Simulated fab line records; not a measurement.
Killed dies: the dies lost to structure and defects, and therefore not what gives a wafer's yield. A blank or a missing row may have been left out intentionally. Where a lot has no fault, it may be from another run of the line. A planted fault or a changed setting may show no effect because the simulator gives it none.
Which tool did it? | flow rit-cmos | 45 wafers from 15 lots sampled at 5 of the route's 202 steps

## WHAT EACH GAUGE READ, for each wafer
RIT_SDANNEAL_RS_MEAS_04: the measuring method here is four-point-probe. Usual: PSD_RS 116.0 ohm/sq, standard deviation 0.36.
lot  | measured    | on            | PSD_RS (ohm/sq)                     | flag
L378 | day 3 04:26 | film-metro-03 | 116.3 116.4 116.2                   |
L379 | day 3 07:03 | film-metro-03 | 116.4 116.2 116.4                   |
L381 | day 3 21:11 | film-metro-04 | 115.9 115.8 115.7                   |
L382 | day 3 23:58 | film-metro-02 | 115.6 115.8 115.8                   |
L383 | day 4 09:43 | film-metro-04 | 116.1 116.1 116.3                   |
L384 | day 4 12:22 | film-metro-02 | 115.4 115.7 115.3                   |
L386 | day 4 22:38 | film-metro-03 | 116.2 116.7 116.2                   |
L387 | day 5 04:39 | film-metro-02 | 115.5 115.7 115.7                   |
L391 | day 5 20:27 | film-metro-03 | 116.4 116.1 116.0                   |
L392 | day 6 05:06 | film-metro-04 | 121.8 120.8 121.3 121.8 120.9 121.3 | OFF
L394 | day 6 16:43 | film-metro-02 | 121.1 121.5 121.5 121.4 121.6 121.2 | OFF
L396 | day 7 06:11 | film-metro-04 | 121.4 121.0 121.0 121.1 121.1 120.9 | OFF
L397 | day 7 09:32 | film-metro-03 | 116.3 116.5 116.6                   |
L399 | day 7 13:43 | film-metro-03 | 116.5 116.3 116.7                   |
L401 | day 8 02:06 | film-metro-04 | 115.6 115.5 115.6                   |

RIT_SDANNEAL_RS_MEAS_06: the measuring method here is four-point-probe. Usual: PLDD_RS 178.4 ohm/sq, standard deviation 0.58.
lot  | measured    | on            | PLDD_RS (ohm/sq)                    | flag
L378 | day 3 04:41 | film-metro-03 | 178.7 178.9 179.1                   |
L379 | day 3 07:17 | film-metro-03 | 178.4 179.3 179.1                   |
L381 | day 3 21:26 | film-metro-04 | 178.8 178.4 178.5                   |
L382 | day 4 00:13 | film-metro-02 | 177.5 177.8 178.0                   |
L383 | day 4 09:57 | film-metro-04 | 178.6 178.4 178.6                   |
L384 | day 4 12:37 | film-metro-02 | 177.0 177.8 177.8                   |
L386 | day 4 22:53 | film-metro-03 | 179.3 179.5 179.5                   |
L387 | day 5 04:53 | film-metro-02 | 178.3 178.2 178.5                   |
L391 | day 5 20:41 | film-metro-03 | 178.6 179.0 178.9                   |
L392 | day 6 10:19 | film-metro-04 | 183.1 182.9 183.3 183.0 182.1 183.7 | OFF
L394 | day 6 21:57 | film-metro-02 | 183.6 183.8 183.2 183.6 183.5 183.8 | OFF
L396 | day 7 07:47 | film-metro-04 | 183.4 183.0 183.2 183.1 182.9 182.9 | OFF
L397 | day 7 09:46 | film-metro-03 | 179.2 179.3 179.1                   |
L399 | day 7 13:57 | film-metro-03 | 179.2 179.1 179.3                   |
L401 | day 8 02:20 | film-metro-04 | 178.4 177.9 178.3                   |

RIT_CONTACT_THK_MEAS_01. Usual: CONTACT_TEOS_THK 399 nm, standard deviation 5.3.
lot  | measured    | on            | CONTACT_TEOS_THK (nm) | flag
L378 | day 3 05:29 | film-metro-01 | 398 390 396           |
L379 | day 3 08:05 | film-metro-04 | 395 403 405           |
L381 | day 3 22:13 | film-metro-02 | 389 397 406           |
L382 | day 4 01:01 | film-metro-01 | 395 398 400           |
L383 | day 4 10:49 | film-metro-04 | 393 403 403           |
L384 | day 4 13:30 | film-metro-04 | 399 389 397           |
L386 | day 4 23:40 | film-metro-01 | 394 398 400           |
L387 | day 5 05:42 | film-metro-04 | 394 409 405           |
L391 | day 5 21:30 | film-metro-04 | 400 406 410           |
L392 | day 6 18:44 | film-metro-02 | 398 393 401           |
L394 | day 7 03:53 | film-metro-04 | 402 403 410           |
L396 | day 7 10:38 | film-metro-04 | 395 395 396           |
L397 | day 7 10:35 | film-metro-04 | 402 402 406           |
L399 | day 7 14:46 | film-metro-01 | 396 399 401           |
L401 | day 8 03:08 | film-metro-01 | 386 402 397           |

RIT_M1_OVL_MEAS_10. Usual: M1_OVL 0.7 nm, standard deviation 1.3.
lot  | measured    | on         | M1_OVL (nm)    | flag
L378 | day 3 09:20 | overlay-01 | 1.8 1.4 2.0    |
L379 | day 3 11:50 | overlay-02 | -1.2 -1.5 -1.7 |
L381 | day 4 02:00 | overlay-02 | 2.1 1.2 2.6    |
L382 | day 4 05:09 | overlay-02 | 0.9 -0.3 0.0   |
L383 | day 4 14:30 | overlay-01 | 1.1 0.9 0.5    |
L384 | day 4 17:28 | overlay-02 | 1.4 -0.3 -1.0  |
L386 | day 5 03:20 | overlay-01 | 4.9 3.4 3.7    |
L387 | day 5 09:38 | overlay-02 | 1.6 1.0 1.2    |
L391 | day 6 01:16 | overlay-01 | 0.6 -0.5 0.2   |
L392 | day 6 22:22 | overlay-02 | -0.2 0.0 0.5   |
L394 | day 7 07:33 | overlay-02 | 0.4 -0.1 1.0   |
L396 | day 7 14:55 | overlay-02 | 0.7 -0.1 1.1   |
L397 | day 7 14:21 | overlay-02 | -0.3 0.3 -0.4  |
L399 | day 7 18:25 | overlay-02 | -0.4 0.6 -0.7  |
L401 | day 8 06:55 | overlay-02 | 1.0 -0.8 0.1   |

## WHAT TOOL EACH LOT RAN ON (gives the tool, then ch and the chambers of the sampled wafers, and finally the start)
lot  | RIT_SDANNEAL_RTA_03
L378 | rtp-anneal-02 ch 0, day 3 04:23
L379 | rtp-anneal-01 ch 0, day 3 06:58
L381 | rtp-anneal-01 ch 0, day 3 21:07
L382 | rtp-anneal-02 ch 0, day 3 23:55
L383 | rtp-anneal-01 ch 0, day 4 09:38
L384 | rtp-anneal-02 ch 0, day 4 12:15
L386 | rtp-anneal-02 ch 0, day 4 22:34
L387 | rtp-anneal-01 ch 0, day 5 04:35
L391 | rtp-anneal-01 ch 0, day 5 20:23
L392 | rtp-anneal-02 ch 0, day 6 05:02
L394 | rtp-anneal-02 ch 0, day 6 16:40
L396 | rtp-anneal-02 ch 0, day 7 06:08
L397 | rtp-anneal-01 ch 0, day 7 09:28
L399 | rtp-anneal-01 ch 0, day 7 13:40
L401 | rtp-anneal-01 ch 0, day 8 02:01
- RIT_SDANNEAL_RTA_03: time 5 s.

## AS READ BY THE TOOLS THEMSELVES (means over the sampled wafers that have a number; for cases with no such wafer, the mark the record gives instead)
RIT_SDANNEAL_RTA_03. Usual: wafer_temp_C_max at 1053.5, with a standard deviation of 1.2.
lot  | tool          | wafer_temp_C_max | flag
L378 | rtp-anneal-02 | 1053.9           |
L379 | rtp-anneal-01 | 1052.8           |
L381 | rtp-anneal-01 | 1053.4           |
L382 | rtp-anneal-02 | 1053.4           |
L383 | rtp-anneal-01 | 1053.9           |
L384 | rtp-anneal-02 | 1053.5           |
L386 | rtp-anneal-02 | 1053.6           |
L387 | rtp-anneal-01 | 1053.8           |
L391 | rtp-anneal-01 | 1053.4           |
L392 | rtp-anneal-02 | 1045.1           | OFF
L394 | rtp-anneal-02 | 1045.2           | OFF
L396 | rtp-anneal-02 | 1046.4           | OFF
L397 | rtp-anneal-01 | 1052.9           |
L399 | rtp-anneal-01 | 1053.0           |
L401 | rtp-anneal-01 | 1052.8           |

## THE ANSWER, worked out from the rows above alone
Rule: a lot is off if the mean of its wafers that have a number lies more than 3 standard deviations from the usual mean. A lot without any number at a reading at which 4 lots or more have one is off too. Any other lot the step has rows for is counted as sound. First the gauges in route order, then the tools' own readings, where a lot's mean is used as printed above. The first step at which some lot is off is used, and at that step the reading that is off furthest; a lot without a number counts as furthest.
Off: L392, L394, L396, at RIT_SDANNEAL_RS_MEAS_04 (PSD_RS).
If a tool, at a process step before that reading, ran all the lots that are off and no sound lot after the first of them, it fits. The gauges at RIT_SDANNEAL_RS_MEAS_04 aren't tried: what is off there is off at RIT_SDANNEAL_RTA_03 too, on other tools, and a gauge's error can't cause that. One fits: rtp-anneal-02 at RIT_SDANNEAL_RTA_03. A fault onset in the window from L386 (day 4 22:34, its last sound lot) to L392 (day 6 05:02, its first lot off) fits.
On the lots that are off, the tool's own readings at RIT_SDANNEAL_RTA_03 differ by more than 5 times the standard deviation of the sound lots' means, which bears it out; wafer_temp_C_max reads 1045.6 there versus 1053.4 on the sound lots.

## WHAT THE SIMULATOR HAD INSERTED
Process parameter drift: rtp-anneal-02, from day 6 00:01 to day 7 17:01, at RIT_SDANNEAL_RTA_03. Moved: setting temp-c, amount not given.
Struck lots among those shown: L392, L394, L396. This agrees with what the rule above found.
